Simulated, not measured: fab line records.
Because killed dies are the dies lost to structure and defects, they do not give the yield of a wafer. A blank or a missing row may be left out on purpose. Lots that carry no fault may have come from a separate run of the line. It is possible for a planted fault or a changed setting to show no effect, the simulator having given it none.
fab line records	flow berkeley-cmos170
record: lots: 13	wafers: 39	last-day: 12
route steps=331 shown CONTACT@231 M2@288 V2@294
lots with no fault: from the same line, run without faults
start-h: the number of hours between the record's first day and the start of the first shown wafer of the lot	wait-h: hours since the lot's step before	" same as the row above	L1.1+2: a row that stands for several wafers	- value missing, or start not given	* or withheld: withheld	< > ~ a bound
route shown NAME@n: names a module that has steps shown in the file, with the first one's number in the route	usual: mean/standard deviation taken from wafers without a fault	same: alike in all rows	chamber/n: place in a boat	sites: per-site readings	_std_site: standard deviation of those values	_edge_site: mean of outer sites minus mean of inner sites	radius-mm: for every site, how far away it sits from the centre of the wafer	mask NAME#n: copy n	behind: the most recent tool/chamber to have shaped the wafer	hold: what put the lot on hold/how long, in hours/how the hold closed	device: names the non-switching transistor (n, p or np)	end of line: the route-end tests of the same wafers	where a step has no rows: the recipe by itself	killed: not the wafer's yield, but the dies lost to structure and defects at the first sort	map: the dies of a wafer, with x for killed, . for not killed, _ for no die there
set.NAME: the setting the step ran with; set.NAME@STEP: the setting that earlier step ran with	model.NAME: the simulator's own value behind a step, which no gauge read
a sample of lots followed through the steps of the route, with each step as a table and each wafer as a row
services: from which hour (start-h, from the record's first day; less than 0 if before it) a tool's chamber was out of use, for how many hours, and why
== steps ==
step: UCB170_CONTACT_CD_MEAS_15
recipe: target-cd-nm: 700
usual: cd-nm: 699.9/1.4
lot.wafer	tool	chamber	start-h	wait-h	cd-nm
L332.4	cd-sem-02	-	142.20	-	699.8
L332.5	"	-	"	"	701.7
L332.6	"	-	"	"	699.8
L331.2	cd-sem-02	-	142.31	-	703.8
L331.4	"	-	"	"	702.7
L331.6	"	-	"	"	703.0
L330.1	cd-sem-01	-	144.39	-	699.4
L330.3	"	-	"	"	700.4
L330.6	"	-	"	"	699.9
L334.4	cd-sem-01	-	150.75	-	700.6
L334.5	"	-	"	"	700.3
L334.6	"	-	"	"	699.8
L335.3	cd-sem-02	-	164.23	-	699.9
L335.5	"	-	"	"	701.7
L335.6	"	-	"	"	698.9
L340.3	cd-sem-01	-	195.25	-	699.7
L340.5	"	-	"	"	700.0
L340.6	"	-	"	"	699.1
L344.3	cd-sem-02	-	215.30	-	698.1
L344.5	"	-	"	"	698.9
L344.6	"	-	"	"	698.2
L345.2	cd-sem-01	-	223.95	-	698.8
L345.4	"	-	"	"	699.3
L345.6	"	-	"	"	699.9
L347.2	cd-sem-02	-	246.10	-	700.9
L347.3	"	-	"	"	699.5
L347.4	"	-	"	"	700.5
L349.2	cd-sem-01	-	246.60	-	701.4
L349.3	"	-	"	"	701.1
L349.4	"	-	"	"	700.4
L351.2	cd-sem-02	-	251.95	-	700.2
L351.3	"	-	"	"	700.7
L351.6	"	-	"	"	700.0
L352.1	cd-sem-01	-	269.99	-	697.7
L352.4	"	-	"	"	697.0
L352.6	"	-	"	"	697.0
L353.1	cd-sem-02	-	270.38	-	697.0
L353.3	"	-	"	"	697.3
L353.5	"	-	"	"	697.8
step: UCB170_CONTACT_CD_MEAS_90
recipe: target-cd-nm: 700
usual: cd-nm: 700.0/1.6
lot.wafer	tool	chamber	start-h	wait-h	cd-nm
L332.4	cd-sem-02	-	142.62	0.1	699.5
L332.5	"	-	"	"	701.9
L332.6	"	-	"	"	699.8
L331.2	cd-sem-01	-	142.74	0.1	705.2
L331.4	"	-	"	"	701.8
L331.6	"	-	"	"	704.5
L330.1	cd-sem-01	-	144.81	0.1	698.5
L330.3	"	-	"	"	701.8
L330.6	"	-	"	"	699.1
L334.4	cd-sem-02	-	151.17	0.1	700.1
L334.5	"	-	"	"	700.3
L334.6	"	-	"	"	699.7
L335.3	cd-sem-01	-	164.65	0.1	699.5
L335.5	"	-	"	"	701.5
L335.6	"	-	"	"	697.9
L340.3	cd-sem-01	-	195.67	0.1	698.7
L340.5	"	-	"	"	699.3
L340.6	"	-	"	"	699.4
L344.3	cd-sem-01	-	215.72	0.1	697.5
L344.5	"	-	"	"	698.4
L344.6	"	-	"	"	699.2
L345.2	cd-sem-01	-	224.37	0.1	698.1
L345.4	"	-	"	"	698.4
L345.6	"	-	"	"	698.9
L347.2	cd-sem-01	-	246.84	0.4	701.2
L347.3	"	-	"	"	700.2
L347.4	"	-	"	"	700.4
L349.2	cd-sem-01	-	247.20	0.3	700.4
L349.3	"	-	"	"	702.2
L349.4	"	-	"	"	700.9
L351.2	cd-sem-01	-	252.42	0.1	701.0
L351.3	"	-	"	"	700.8
L351.6	"	-	"	"	699.4
L352.1	cd-sem-01	-	270.49	0.1	698.8
L352.4	"	-	"	"	697.9
L352.6	"	-	"	"	698.8
L353.1	cd-sem-02	-	270.80	0.1	697.8
L353.3	"	-	"	"	696.7
L353.5	"	-	"	"	698.8
step: UCB170_M2_ETCH_17
recipe: chemistry: N2/H2	target-depth-a: withheld	overetch-a: withheld	target: BARC	time-s: withheld	source-w: 500	bias-w: 100	pressure-mtorr: 30	n2-flow-sccm: 100	h2-flow-sccm: 200
usual: drypump-motor-current-A: 5.8/0.44	oes-product-au: 1.008/0.021	throttle-valve-pct: 13.31/0.16
lot.wafer	tool	chamber	start-h	wait-h	drypump-motor-current-A	oes-product-au	throttle-valve-pct
L332.4	rie-diel-03	3	156.49	0.0	5.8	1.029	13.20
L332.5	"	0	"	"	6.2	1.002	13.54
L332.6	"	3	"	"	5.8	1.031	13.21
L330.1	rie-diel-02	0	157.04	0.0	5.5	1.019	13.56
L330.3	"	3	"	"	5.6	1.031	13.31
L330.6	"	0	"	"	5.5	1.019	13.56
L331.2	rie-diel-03	1	157.57	0.0	5.3	0.985	13.45
L331.4	"	2	"	"	6.6	0.985	13.06
L331.6	"	3	"	"	5.8	1.038	13.18
L334.4	rie-diel-03	2	164.10	0.0	6.6	0.987	13.06
L334.5	"	3	"	"	5.8	1.040	13.20
L334.6	"	2	"	"	6.5	0.997	13.06
L335.3	rie-diel-03	2	178.13	0.0	6.6	0.988	13.06
L335.5	"	0	"	"	6.3	0.989	13.55
L335.6	"	3	"	"	5.8	1.024	13.19
L340.3	rie-diel-01	0	209.12	0.0	6.0	1.036	13.24
L340.5	"	2	"	"	6.2	0.977	13.12
L340.6	"	3	"	"	5.2	0.994	13.16
L344.3	rie-diel-01	2	228.52	0.0	6.1	0.958	13.13
L344.5	"	0	"	"	6.0	1.032	13.27
L344.6	"	3	"	"	5.2	0.986	13.16
L345.2	rie-diel-02	3	238.28	0.0	5.6	1.027	13.30
L345.4	"	0	"	"	5.4	1.015	13.58
L345.6	"	0	"	"	5.4	1.023	13.55
L347.2	rie-diel-01	0	257.00	0.0	6.0	1.052	13.24
L347.3	"	3	"	"	5.2	0.999	13.16
L347.4	"	1	"	"	6.0	1.022	13.38
L349.2	rie-diel-03	3	257.36	0.0	5.8	1.028	13.18
L349.3	"	2	"	"	6.6	0.975	13.06
L349.4	"	1	"	"	5.3	0.981	13.44
L351.2	rie-diel-02	2	266.46	0.0	5.1	0.987	13.32
L351.3	"	1	"	"	6.1	1.025	13.22
L351.6	"	2	"	"	5.1	0.991	13.34
L352.1	rie-diel-02	3	283.00	0.0	5.6	1.043	13.30
L352.4	"	2	"	"	5.1	0.983	13.33
L352.6	"	3	"	"	5.6	1.046	13.28
L353.1	rie-diel-02	3	284.13	0.0	5.6	1.053	13.30
L353.3	"	2	"	"	5.1	0.987	13.31
L353.5	"	1	"	"	6.0	1.026	13.22
step: UCB170_V2_CMP_02
recipe: material: SiO2	down-force-psi: 6	platen-rpm: 60	pad-velocity-m-s: 0.75398
usual: motor-current-A: 17.0/1.8
lot.wafer	tool	chamber	start-h	wait-h	motor-current-A
L332.4	cmp-02	2	157.26	0.1	16.6
L332.6	"	0	"	"	19.5
L332.5	"	1	"	"	15.0
L330.1	cmp-01	2	157.79	0.1	15.3
L330.3	"	0	"	"	17.8
L330.6	"	2	"	"	15.6
L331.4	cmp-02	3	158.23	0.0	17.7
L331.2	"	1	"	"	14.9
L331.6	"	0	"	"	20.1
L334.4	cmp-01	1	164.87	0.1	18.5
L334.5	"	3	"	"	15.7
L334.6	"	0	"	"	18.2
L335.3	cmp-01	1	178.97	0.0	18.5
L335.5	"	1	"	"	18.5
L335.6	"	2	"	"	14.9
L340.3	cmp-01	1	209.83	0.1	19.9
L340.5	"	0	"	"	19.2
L340.6	"	1	"	"	19.7
L344.3	cmp-02	3	229.28	0.1	17.2
L344.6	"	1	"	"	13.8
L344.5	"	2	"	"	17.1
L345.4	cmp-02	1	239.04	0.1	14.1
L345.2	"	2	"	"	16.5
L345.6	"	3	"	"	15.7
L347.4	cmp-02	0	257.67	0.0	20.7
L347.3	"	1	"	"	14.5
L347.2	"	3	"	"	17.5
L349.4	cmp-02	1	258.08	0.1	13.7
L349.3	"	2	"	"	15.7
L349.2	"	3	"	"	17.9
L351.3	cmp-02	3	267.12	0.0	17.2
L351.2	"	0	"	"	18.8
L351.6	"	0	"	"	18.5
L352.4	cmp-01	3	283.85	0.0	15.3
L352.1	"	2	"	"	15.2
L352.6	"	3	"	"	15.4
L353.3	cmp-02	2	284.84	0.1	16.5
L353.1	"	3	"	"	17.5
L353.5	"	1	"	"	13.9
step: UCB170_V2_THK_MEAS_04
recipe: reads: SiO2_of_V2_CVD_00
usual: V2_POLISHED_THK: 1000.3/1.2
lot.wafer	tool	chamber	start-h	wait-h	V2_POLISHED_THK[nm]
L332.4	film-metro-02	-	157.61	0.1	1001.2
L332.5	"	-	"	"	998.4
L332.6	"	-	"	"	1000.6
L330.1	film-metro-03	-	158.21	0.1	1000.9
L330.3	"	-	"	"	1001.1
L330.6	"	-	"	"	1001.3
L331.2	film-metro-03	-	158.66	0.1	999.1
L331.4	"	-	"	"	999.4
L331.6	"	-	"	"	1002.3
L334.4	film-metro-04	-	165.22	0.1	1000.7
L334.5	"	-	"	"	1001.2
L334.6	"	-	"	"	1001.4
L335.3	film-metro-03	-	179.41	0.1	1000.9
L335.5	"	-	"	"	1001.1
L335.6	"	-	"	"	1000.5
L340.3	film-metro-04	-	210.22	0.1	999.7
L340.5	"	-	"	"	1355.8
L340.6	"	-	"	"	999.1
L344.3	film-metro-02	-	229.62	0.1	998.7
L344.5	"	-	"	"	1002.9
L344.6	"	-	"	"	999.7
L345.2	film-metro-03	-	239.37	0.1	1001.6
L345.4	"	-	"	"	999.2
L345.6	"	-	"	"	998.3
L347.2	film-metro-03	-	258.10	0.1	1000.6
L347.3	"	-	"	"	1000.6
L347.4	"	-	"	"	999.0
L349.2	film-metro-03	-	258.46	0.1	1000.7
L349.3	"	-	"	"	1001.4
L349.4	"	-	"	"	1001.6
L351.2	film-metro-04	-	267.55	0.1	1000.2
L351.3	"	-	"	"	998.4
L351.6	"	-	"	"	1002.2
L352.1	film-metro-03	-	284.27	0.1	1000.6
L352.4	"	-	"	"	998.1
L352.6	"	-	"	"	1001.2
L353.1	film-metro-04	-	285.21	0.1	999.0
L353.3	"	-	"	"	1000.7
L353.5	"	-	"	"	999.7
step: UCB170_V2_ETCH_14
recipe: chemistry: CHF3/CF4/Ar	target: SiO2	stop-on: Al	CHF3_flow_sccm: 45	cf4-flow-sccm: 15	Ar_flow_sccm: 150	pressure-mtorr: 200	rf-w: 700	target-depth-a: 12500	over-etch-frac: 0.25	time-s: 291
usual: drypump-motor-current-A: 5.9/0.42	oes-product-au: 0.875/0.014	throttle-valve-pct: 6.96/0.11
lot.wafer	tool	chamber	start-h	wait-h	drypump-motor-current-A	oes-product-au	rf-hours-counter-h	throttle-valve-pct
L332.4	rie-diel-04	1	158.94	0.0	6.2	0.902	118	7.11
L332.5	"	0	"	"	5.5	0.887	-	6.92
L332.6	"	1	"	"	6.2	0.902	-	7.10
L330.1	rie-diel-01	1	159.56	0.0	5.9	0.875	80	7.04
L330.3	"	0	"	"	6.0	0.881	41	6.93
L330.6	"	3	"	"	5.2	0.868	-	6.92
L331.2	rie-diel-03	3	160.01	0.0	5.8	0.901	130	7.03
L331.4	"	0	"	"	6.2	0.886	55	7.14
L331.6	"	0	"	"	6.2	0.868	-	7.15
L334.4	rie-diel-04	1	166.51	0.1	6.2	0.903	-	7.11
L334.5	"	3	"	"	5.6	0.895	-	7.10
L334.6	"	2	"	"	5.9	0.872	-	6.82
L335.3	rie-diel-01	1	180.95	0.0	5.9	0.873	81	7.04
L335.5	"	0	"	"	5.9	0.889	-	6.93
L335.6	"	1	"	"	6.0	0.880	-	7.03
L340.3	rie-diel-01	2	212.06	0.0	6.1	0.863	1	6.83
L340.5	"	3	"	"	5.2	0.988	-	6.90
L340.6	"	2	"	"	6.2	0.862	-	6.82
L344.3	rie-diel-03	0	230.86	0.0	6.2	0.875	58	7.15
L344.5	"	0	"	"	6.2	0.882	-	7.14
L344.6	"	3	"	"	5.8	0.898	-	7.02
L345.2	rie-diel-01	3	241.14	0.0	5.1	0.870	109	6.92
L345.4	"	1	"	"	6.0	0.876	83	7.03
L345.6	"	3	"	"	5.2	0.870	-	6.92
L347.2	rie-diel-04	2	259.59	0.0	5.9	0.868	84	6.80
L347.3	"	0	"	"	5.5	0.867	4	6.93
L347.4	"	3	"	"	5.6	0.887	26	7.10
L349.2	rie-diel-01	2	260.19	0.0	6.2	0.855	4	6.84
L349.3	"	0	"	"	6.0	0.890	46	6.91
L349.4	"	1	"	"	6.0	0.871	84	7.04
L351.2	rie-diel-01	2	270.01	0.0	6.1	0.862	4	6.83
L351.3	"	1	"	"	6.0	0.860	85	7.04
L351.6	"	1	"	"	6.0	0.870	-	7.05
L352.1	rie-diel-01	1	286.60	0.0	6.0	0.878	86	7.02
L352.4	"	0	"	"	6.0	0.879	47	6.92
L352.6	"	2	"	"	6.1	0.864	-	6.83
L353.1	rie-diel-03	1	287.56	0.0	5.4	0.853	8	6.97
L353.3	"	2	"	"	6.6	0.856	61	6.79
L353.5	"	1	"	"	5.4	0.852	-	6.96
== services ==
tool	chamber	start-h	hours	kind
rie-diel-04	0	161.07	-	clean
rie-diel-04	0	161.07	14.6	scheduled-down
rie-diel-04	0	161.07	14.6	vent-cycle
rie-diel-01	2	165.25	-	clean
rie-diel-01	2	165.25	21.1	scheduled-down
rie-diel-01	2	165.25	21.1	vent-cycle
rie-diel-02	0	167.86	4.2	repair
rie-diel-02	2	185.89	5.7	repair
rie-diel-04	-	188.90	2.1	repair
rie-diel-02	-	200.88	0.9	repair
cmp-02	-	201.03	1.3	repair
rie-diel-04	2	205.60	7.1	repair
cmp-02	-	216.01	7.0	pm
cmp-01	-	218.66	0.5	repair
cmp-01	-	232.00	4.0	pm
cmp-01	-	236.00	-	consumable-replace:conditioner
cmp-01	-	236.00	-	consumable-replace:pad
cmp-01	-	236.00	4.4	pm
rie-diel-04	0	262.01	8.3	repair
rie-diel-04	3	263.32	9.2	repair
rie-diel-04	1	271.20	6.3	repair
rie-diel-03	3	277.87	-	clean
== key ==
first-sign: step: UCB170_V2_THK_MEAS_04	reading: V2_POLISHED_THK	direction: up	sigmas: 99+	usual: 1000.3	struck: 1355.8
effect: step: UCB170_V2_ETCH_14	reading: oes-product-au	direction: up	sigmas: 7.9	usual: 0.875	struck: 0.988
met-at UCB170_V2_CMP_02
struck-lots L340
struck-wafers L340.5
later-rows-left-out L340.5
sort-left-out L340.5
not-acting-at UCB170_CONTACT_CD_MEAS_15,UCB170_CONTACT_CD_MEAS_90,UCB170_M2_ETCH_17
onset-between 164.87 209.83
fault: kind: process-parameter-drift	tool: cmp-01	chamber: 0	onset-h: 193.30	steps: UCB170_V2_CMP_02	channel: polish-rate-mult	offset: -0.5	shape: step	end-h: 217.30
sort-left-out: the simulated sort isn't trusted on such a fault, so these wafers' sort isn't shown, and their yield isn't known
later-rows-left-out: the simulator's readings of these wafers behind a module that went badly wrong aren't trusted and aren't shown, but for the sort
